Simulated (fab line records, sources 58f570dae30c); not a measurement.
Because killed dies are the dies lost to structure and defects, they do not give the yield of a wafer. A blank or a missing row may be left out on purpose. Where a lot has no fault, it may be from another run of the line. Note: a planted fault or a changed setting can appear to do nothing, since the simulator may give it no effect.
Which tool was responsible?    flow berkeley-cmos170    42 wafers from 14 lots sampled at 5 of the route's 331 steps

== WHAT EACH GAUGE READ, for each wafer ==
UCB170_NLDD_OVL_MEAS_07. Usual: NLDD_OVL 3 nm, standard deviation 5.3.
lot   measured      on          NLDD_OVL (nm)  flag
L808  day 6 08:38   overlay-01  2 8 5          
L807  day 6 08:55   overlay-02  -2 0 2         
L809  day 6 22:19   overlay-02  7 1 1          
L810  day 7 10:41   overlay-01  3 3 4          
L811  day 7 10:56   overlay-02  -6 -2 -3       
L815  day 8 20:37   overlay-01  5 8 11         
L818  day 8 21:28   overlay-01  -3 -6 -9       
L817  day 9 00:53   overlay-01  5 5 8          
L819  day 9 11:09   overlay-01  2 1 3          
L820  day 9 11:27   overlay-01  12 5 12        
L821  day 9 18:29   overlay-01  -4 -3 -6       
L822  day 9 19:32   overlay-02  2 5 1          
L829  day 11 03:59  overlay-02  13 7 10        
L828  day 11 04:16  overlay-01  0 0 -2         

UCB170_PSD_OVL_MEAS_07. Usual: PSD_OVL -1 nm, standard deviation 5.5.
lot   measured      on          PSD_OVL (nm)  flag
L808  day 6 16:22   overlay-02  2 3 0         
L807  day 6 16:38   overlay-02  0 2 1         
L809  day 7 05:35   overlay-01  0 -1 -4       
L810  day 7 18:02   overlay-01  5 3 5         
L811  day 7 18:17   overlay-02  1 2 5         
L815  day 9 03:13   overlay-02  -4 -6 -6      
L818  day 9 03:42   overlay-02  -2 6 8        
L817  day 9 08:01   overlay-01  0 2 0         
L819  day 9 17:01   overlay-02  -1 -7 -3      
L820  day 9 17:18   overlay-01  7 5 5         
L821  day 10 01:25  overlay-01  -5 -6 -5      
L822  day 10 01:42  overlay-02  -5 -7 0       
L829  day 11 09:48  overlay-02  -1 -3 1       
L828  day 11 09:35  overlay-01  -8 -2 -6      

UCB170_SDANNEAL_RS_MEAS_04: the measuring method here is four-point-probe. Usual: PLDD_RS 1032.4 ohm/sq, standard deviation 2.5.
lot   measured      on             PLDD_RS (ohm/sq)      flag
L808  day 6 21:58   film-metro-01  1036.2 1031.2 1031.0  
L807  day 6 22:12   film-metro-04  1030.4 1027.1 1030.2  
L809  day 7 09:13   film-metro-01  1034.8 1033.7 1031.6  
L810  day 7 21:30   film-metro-02  1033.2 1031.3 1031.0  
L811  day 7 21:39   film-metro-01  1029.4 1030.0 1031.6  
L815  day 9 06:56   film-metro-02  1032.2 1030.7 1030.8  
L818  day 9 07:39   film-metro-04  1030.2 1033.4 1028.3  
L817  day 9 12:18   film-metro-02  1032.4 1031.8 1032.0  
L819  day 9 20:24   film-metro-02  1095.9 1098.7 1096.7  OFF
L820  day 9 21:01   film-metro-01  1090.6 1095.9 1089.5  OFF
L821  day 10 05:31  film-metro-02  1035.6 1034.2 1032.9  
L822  day 10 05:44  film-metro-04  1034.3 1034.4 1032.0  
L829  day 11 13:53  film-metro-04  1029.8 1028.6 1030.4  
L828  day 11 13:38  film-metro-02  1027.2 1030.0 1031.6  

UCB170_SDANNEAL_RS_MEAS_05: the measuring method here is four-point-probe. Usual: NLDD_RS 616.9 ohm/sq, standard deviation 1.4.
lot   measured      on             NLDD_RS (ohm/sq)   flag
L808  day 6 22:05   film-metro-01  616.8 615.1 615.4  
L807  day 6 22:19   film-metro-04  616.0 617.7 616.0  
L809  day 7 09:20   film-metro-01  617.1 618.0 615.0  
L810  day 7 21:37   film-metro-02  619.0 618.0 616.0  
L811  day 7 21:46   film-metro-01  614.5 614.9 616.6  
L815  day 9 07:03   film-metro-02  616.4 615.2 615.1  
L818  day 9 07:46   film-metro-04  614.9 616.7 616.3  
L817  day 9 12:25   film-metro-02  618.1 618.9 616.6  
L819  day 9 20:31   film-metro-02  623.8 622.1 622.7  OFF
L820  day 9 21:08   film-metro-01  622.7 626.9 625.4  OFF
L821  day 10 05:38  film-metro-02  617.1 618.2 616.9  
L822  day 10 05:52  film-metro-04  614.7 616.6 615.5  
L829  day 11 14:01  film-metro-04  617.1 618.1 617.0  
L828  day 11 13:46  film-metro-02  618.0 618.1 617.5  

== WHAT TOOL EACH LOT RAN ON (gives the tool, then ch and the chambers of the sampled wafers, and finally the start) ==
lot   UCB170_SPACER_ANNEAL_02
L808  furnace-04 ch 0, day 6 12:05
L807  furnace-04 ch 0, day 6 12:05
L809  furnace-01 ch 0, day 7 02:41
L810  furnace-04 ch 0, day 7 15:23
L811  furnace-04 ch 0, day 7 15:23
L815  furnace-03 ch 0, day 9 00:41
L818  furnace-03 ch 0, day 9 00:41
L817  furnace-04 ch 0, day 9 05:06
L819  furnace-03 ch 0, day 9 14:29
L820  furnace-03 ch 0, day 9 14:29
L821  furnace-04 ch 0, day 9 22:17
L822  furnace-04 ch 0, day 9 22:17
L829  furnace-01 ch 0, day 11 06:39
L828  furnace-01 ch 0, day 11 06:39
- UCB170_SPACER_ANNEAL_02: time 1800 s.

== WHAT THE TOOLS THEMSELVES READ (means of the sampled wafers that have a number; where no wafer has one, the mark that the record gives instead) ==
The record holds no such reading with a usual standard deviation.

== THE ANSWER, worked out from the rows above alone ==
Rule: take the mean of a lot's wafers that have a number; if it is more than 3 standard deviations from the usual mean, the lot is off. Also off: a lot with no number at a reading for which 4 or more lots have one. Any other lot the step has rows for is counted as sound. Order of review: gauges by route order, followed by the tools' own readings, for which a lot's mean as printed above is used. At the first step where some lot is off, the reading lying furthest off is the one used; lots without a number count as furthest.
Off: L819, L820, seen at UCB170_SDANNEAL_RS_MEAS_04 (PLDD_RS).
A tool fits if, at a process step before that reading, it ran every lot that is off, and no sound lot after the first of them. Those tools and the gauges at UCB170_SDANNEAL_RS_MEAS_04 are tried in the same way. One candidate fits, namely furnace-03 at UCB170_SPACER_ANNEAL_02. A fault onset in the window from L815 (day 9 00:41, its last sound lot) to L819 (day 9 14:29, its first lot off) fits.

== WHAT THE SIMULATOR HAD INSERTED ==
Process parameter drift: furnace-03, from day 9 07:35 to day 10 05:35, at UCB170_SPACER_ANNEAL_02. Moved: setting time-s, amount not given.
Shown lots that were struck: L819, L820. The rule above found the same.
